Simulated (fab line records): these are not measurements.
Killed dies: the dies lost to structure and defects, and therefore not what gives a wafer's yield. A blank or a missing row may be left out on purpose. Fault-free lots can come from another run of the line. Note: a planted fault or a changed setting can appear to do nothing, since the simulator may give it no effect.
2 desks, one fault	flow berkeley cmos170	numbers are kept per desk, each desk with only its own; the story behind them comes last

METROLOGY DESK
What the gauges read for every lot (on any tool): the sampled wafers with a number, averaged. Marked OUT: a lot whose mean sits more than 4 standard deviations from the usual mean, which makes it out of limits; the brackets give that distance.
Columns: A = cd nm at UCB170_PLDD_CD_MEAS_06, usual 1200.2 nm
lot	first seen here	A
L531	day 6 00:58	1198.8
L532	day 6 02:14	1198.8
L530	day 6 02:32	1200.5
L536	day 6 22:05	1198.8
L535	day 6 23:17	1201.7
L534	day 6 23:26	1211.1 (+6.8) OUT
L538	day 7 07:58	1199.0
L537	day 7 08:14	1201.4
L539	day 7 19:43	1208.2 (+5.0) OUT
L542	day 8 04:34	1206.8 (+4.1) OUT
L545	day 9 08:24	1201.3
L546	day 9 14:09	1202.0
L551	day 10 06:51	1199.8
L550	day 10 07:13	1202.0
L553	day 11 01:32	1199.2
This desk's finding: out of limits on L534, L539, L542; first on L534, day 6 23:26 (cd nm at UCB170_PLDD_CD_MEAS_06). Within limits: L531, L532, L530, L536, L535, L538, L537, L545, L546, L551, L550, L553.

AT THE TOOL OWNER'S DESK: krf scanner-02
The tool's own readings at UCB170_PLDD_EXPOSE_03 (exposes mask PSELECT, target cd 1200 nm): means of the sampled wafers that have a number, for each lot that ran on this tool. Marked OUT: a lot whose mean sits more than 4 standard deviations from the usual mean, which makes it out of limits; the brackets give that distance.
Columns: A = exposure dose mJ cm2 at UCB170_PLDD_EXPOSE_03, usual 29.97
lot	first seen here	A
L530	day 6 01:13	30.02
L536	day 6 20:59	30.00
L535	day 6 21:50	29.97
L534	day 6 22:28	31.99 (+55) OUT
L539	day 7 18:59	31.53 (+42) OUT
L542	day 8 03:55	31.26 (+35) OUT
This desk's finding: out of limits on L534, L539, L542; first on L534, day 6 22:28 (exposure dose mJ cm2 at UCB170_PLDD_EXPOSE_03). Within limits: L530, L536, L535.

PUT TOGETHER
The tool owner's desk had the chance to raise an alarm at day 6 22:28 on L534, L539, L542.
On L534, L539, L542, the metrology desk was in a position to raise an alarm at day 6 23:26.
On krf scanner-02, each named lot ran UCB170_PLDD_EXPOSE_03.

WHAT THE SIMULATOR HAD PUT IN
Drift in process parameters on krf scanner-02 at UCB170_PLDD_EXPOSE_03, starting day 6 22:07. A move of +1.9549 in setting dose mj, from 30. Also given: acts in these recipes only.
Lots struck among those shown: L534, L539, L542.
Time in hours from fault onset to the first out-of-limits reading at each desk: tool owner's desk 0, metrology desk 1.
